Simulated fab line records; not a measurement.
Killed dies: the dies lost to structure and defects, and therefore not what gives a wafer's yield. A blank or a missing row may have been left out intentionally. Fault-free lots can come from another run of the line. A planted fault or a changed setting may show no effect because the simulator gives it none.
Problem report, 8D (eight disciplines) form, completed by code + flow berkeley-cmos170 + the parts of the form that need people (team, actions taken, sign-off) are left out

== 1. WHAT IS WRONG ==
UCB170_GATE_ETCH_14, oes-product-au: mean 1.357 a.u. over 1 wafer from 1 lot; wafers with no fault: 0.999 a.u., standard deviation 0.021. Relative to the usual mean, that is a shift of +17 standard deviations.
The step: etches BARC in N2/H2.
First observed at day 9 06:41: wafer L419.5, on rie-diel-01. The record has a number at this step for 39 wafers belonging to 13 lots. The rule behind "out" and "out of limits": a value lying over 4 standard deviations away from the usual mean. Any other wafer with a number is counted as sound.

== 2. WHAT IT IS; WHAT IT IS NOT ==
| question                    | is               | is not                                                                                                   |
|-----------------------------|------------------|----------------------------------------------------------------------------------------------------------|
| which readings at this step | oes-product-au   | bias-w, drypump-motor-current-A, throttle-valve-pct                                                      |
| which lots                  | L419             | L406, L407, L408, L409, L418, L421, L422, L424, L425, L426, L428, L429                                   |
| which wafers of those lots  | L419.5           | L419.2, L419.6                                                                                           |
| read on which tools         | rie-diel-01      | rie-diel-02, rie-diel-03                                                                                 |
| when                        | from day 9 06:41 | up to then (17 sound wafers); but 21 sound wafers of L421, L422, L424, L425, L426, L428, L429 came after |

== 3. THE SUSPECTS, EACH WITH WHAT RULES IT OUT ==
Counting: if a tool at a process step up to the reading ran every lot that is out, it stays a suspect. Sound lots after the first of them don't rule it out here, since some wafers of a struck lot are sound.
- rie-diel-03 at UCB170_NWELL_ETCH_13 (etches Si3N4 in CH3F/Ar/O2, stops on SiO2, target depth 246.4 nm, time 154 s): kept. The lot that is out, L419, ran on it at day 5 05:16; the last sound lot it ran before that was L418, at day 4 19:28.
- plasma-asher-03 at UCB170_PVT_STRIP_08 (strips in O2): kept. The lot that is out, L419, ran on it at day 8 16:08; the last sound lot it ran before that was L408, at day 6 02:47.
- rie-diel-01 at UCB170_GATE_ETCH_14 (etches BARC in N2/H2): kept. The lot that is out, L419, ran on it at day 9 06:41; the last sound lot it ran before that was L418, at day 8 23:53. On those wafers its own readings are out: oes-product-au.
- At UCB170_NWELL_ETCH_13 on rie-diel-03, chamber 2 took the sound wafers of the same lots and chamber 3 took the wafers that are out.
- At UCB170_PVT_STRIP_08 on plasma-asher-03, chamber 0 took the sound wafers of the same lots and chamber 1 took the wafers that are out.
- At UCB170_GATE_ETCH_14, inside rie-diel-01: chamber 3 took the wafers that are out, while their sound lot-mates went through chambers 0, 2.
The count leaves rie-diel-03 at UCB170_NWELL_ETCH_13, plasma-asher-03 at UCB170_PVT_STRIP_08, and rie-diel-01 at UCB170_GATE_ETCH_14.

== 4. THE CAUSE (what the simulator had put in) ==
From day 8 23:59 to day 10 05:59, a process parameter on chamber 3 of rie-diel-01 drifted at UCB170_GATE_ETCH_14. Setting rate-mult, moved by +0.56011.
This tool is one of the 3 suspects left after counting.

== 5. THE CHAIN OF EFFECTS, in route order ==
One row per reading whose mean, taken over the struck wafers that have a number, lies over 3 standard deviations from the usual. Only readings whose record carries a usual standard deviation are examined. hours: median over the lots of the time between each lot's start at the first step of this table that gives one and its start at this step. sigmas: the change, counted in usual standard deviations.
| hours | step                | reading        | usual      | on struck wafers | change | sigmas |
|-------|---------------------|----------------|------------|------------------|--------|--------|
| 0     | UCB170_GATE_ETCH_14 | oes-product-au | 0.999 a.u. | 1.357            | +0.358 | +17    |
Its process steps:
- UCB170_GATE_ETCH_14: etches BARC in N2/H2.
Later steps that measure or inspect, where all struck wafers having a row at the step show a number for every such reading and not one has moved that far: UCB170_GATE_CD_MEAS_90.

== 6. WHAT WOULD HAVE CAUGHT IT SOONER ==
7 hours passed between the start of the fault at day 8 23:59 and the first reading out of limits in this record, taken at day 9 06:41.
